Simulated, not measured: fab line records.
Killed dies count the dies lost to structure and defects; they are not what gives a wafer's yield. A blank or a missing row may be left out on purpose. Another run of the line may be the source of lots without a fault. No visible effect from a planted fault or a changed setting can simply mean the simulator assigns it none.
Matching of chambers || flow berkeley-cmos170 || UCB170_GATE_ETCH_14 on rie-diel-01: 4 sister chambers
The step etches BARC in N2/H2. 14 wafers are shown with their chamber, then 7 later ones without.

== WAFERS PAIRED WITH THEIR CHAMBERS ==
{"wafer": "L340.2", "chamber": 0, "drypump-motor-current-A (A)": 4.7, "throttle-valve-pct (%)": 13.41, "oes-product-au (a.u.)": 0.988}
{"wafer": "L340.4", "chamber": 1, "drypump-motor-current-A (A)": 6.1, "throttle-valve-pct (%)": 13.34, "oes-product-au (a.u.)": 0.974}
{"wafer": "L340.5", "chamber": 0, "drypump-motor-current-A (A)": 4.7, "throttle-valve-pct (%)": 13.39, "oes-product-au (a.u.)": 0.993}
{"wafer": "L338.2", "chamber": 3, "drypump-motor-current-A (A)": 5.6, "throttle-valve-pct (%)": 13.13, "oes-product-au (a.u.)": 0.962}
{"wafer": "L338.3", "chamber": 1, "drypump-motor-current-A (A)": 6.1, "throttle-valve-pct (%)": 13.35, "oes-product-au (a.u.)": 0.967}
{"wafer": "L338.5", "chamber": 0, "drypump-motor-current-A (A)": 4.8, "throttle-valve-pct (%)": 13.39, "oes-product-au (a.u.)": 0.987}
{"wafer": "L341.3", "chamber": 2, "drypump-motor-current-A (A)": 5.5, "throttle-valve-pct (%)": 13.43, "oes-product-au (a.u.)": 1.007}
{"wafer": "L341.4", "chamber": 1, "drypump-motor-current-A (A)": 6.1, "throttle-valve-pct (%)": 13.37, "oes-product-au (a.u.)": 0.957}
{"wafer": "L341.6", "chamber": 0, "drypump-motor-current-A (A)": 4.7, "throttle-valve-pct (%)": 13.40, "oes-product-au (a.u.)": 0.999}
{"wafer": "L345.1", "chamber": 0, "drypump-motor-current-A (A)": 4.7, "throttle-valve-pct (%)": 13.39, "oes-product-au (a.u.)": 1.002}
{"wafer": "L345.2", "chamber": 2, "drypump-motor-current-A (A)": 5.5, "throttle-valve-pct (%)": 13.42, "oes-product-au (a.u.)": 0.993}
{"wafer": "L345.4", "chamber": 3, "drypump-motor-current-A (A)": 5.6, "throttle-valve-pct (%)": 13.12, "oes-product-au (a.u.)": 0.955}
{"wafer": "L351.1", "chamber": 2, "drypump-motor-current-A (A)": 5.5, "throttle-valve-pct (%)": 13.44, "oes-product-au (a.u.)": 1.015}
{"wafer": "L351.4", "chamber": 0, "drypump-motor-current-A (A)": 4.7, "throttle-valve-pct (%)": 13.41, "oes-product-au (a.u.)": 0.975}

SIGNATURES (means of the wafers above)
{"reading": "drypump-motor-current-A", "chamber 0": 4.717, "chamber 1": 6.100, "chamber 2": 5.500, "chamber 3": 5.600, "scatter within a chamber": 0.0289}
{"reading": "throttle-valve-pct", "chamber 0": 13.3983, "chamber 1": 13.3533, "chamber 2": 13.4300, "chamber 3": 13.1250, "scatter within a chamber": 0.011}
{"reading": "oes-product-au", "chamber 0": 0.99067, "chamber 1": 0.96600, "chamber 2": 1.00500, "chamber 3": 0.95850, "scatter within a chamber": 0.00942}
Rule: for a wafer and a chamber, the distance is found by dividing, reading by reading, the gap between the wafer's reading and the chamber's mean by the reading's scatter, squaring, summing and taking the root. If the next closest chamber is less than 2 further off than the closest, the wafer can't be placed; otherwise it belongs to the closest. The scatter: take each reading less its chamber's mean, square it, sum over the shown wafers, divide by the number of wafers less the number of chambers, and take the root.

== WAFERS MISSING THEIR CHAMBER ==
{"wafer": "L351.5", "drypump-motor-current-A (A)": 5.5, "throttle-valve-pct (%)": 13.12, "oes-product-au (a.u.)": 0.960}
{"wafer": "L357.2", "drypump-motor-current-A (A)": 6.1, "throttle-valve-pct (%)": 13.33, "oes-product-au (a.u.)": 0.957}
{"wafer": "L357.4", "drypump-motor-current-A (A)": 5.5, "throttle-valve-pct (%)": 13.43, "oes-product-au (a.u.)": 1.006}
{"wafer": "L357.5", "drypump-motor-current-A (A)": 5.5, "throttle-valve-pct (%)": 13.43, "oes-product-au (a.u.)": 1.014}
{"wafer": "L358.2", "drypump-motor-current-A (A)": 5.5, "throttle-valve-pct (%)": 13.12, "oes-product-au (a.u.)": 0.969}
{"wafer": "L358.3", "drypump-motor-current-A (A)": 4.7, "throttle-valve-pct (%)": 13.41, "oes-product-au (a.u.)": 0.987}
{"wafer": "L358.6", "drypump-motor-current-A (A)": 6.1, "throttle-valve-pct (%)": 13.33, "oes-product-au (a.u.)": 0.950}

== THE CHAMBER EACH PASSED THROUGH ==
{"wafer": "L351.5", "from the rows above": 3, "in truth": 3}
{"wafer": "L357.2", "from the rows above": 1, "in truth": 1}
{"wafer": "L357.4", "from the rows above": 2, "in truth": 2}
{"wafer": "L357.5", "from the rows above": 2, "in truth": 2}
{"wafer": "L358.2", "from the rows above": 3, "in truth": 3}
{"wafer": "L358.3", "from the rows above": 0, "in truth": 0}
{"wafer": "L358.6", "from the rows above": 1, "in truth": 1}
Correct placement for 7 of the 7. Can't be placed from these rows: 0. Wrongly placed: 0.
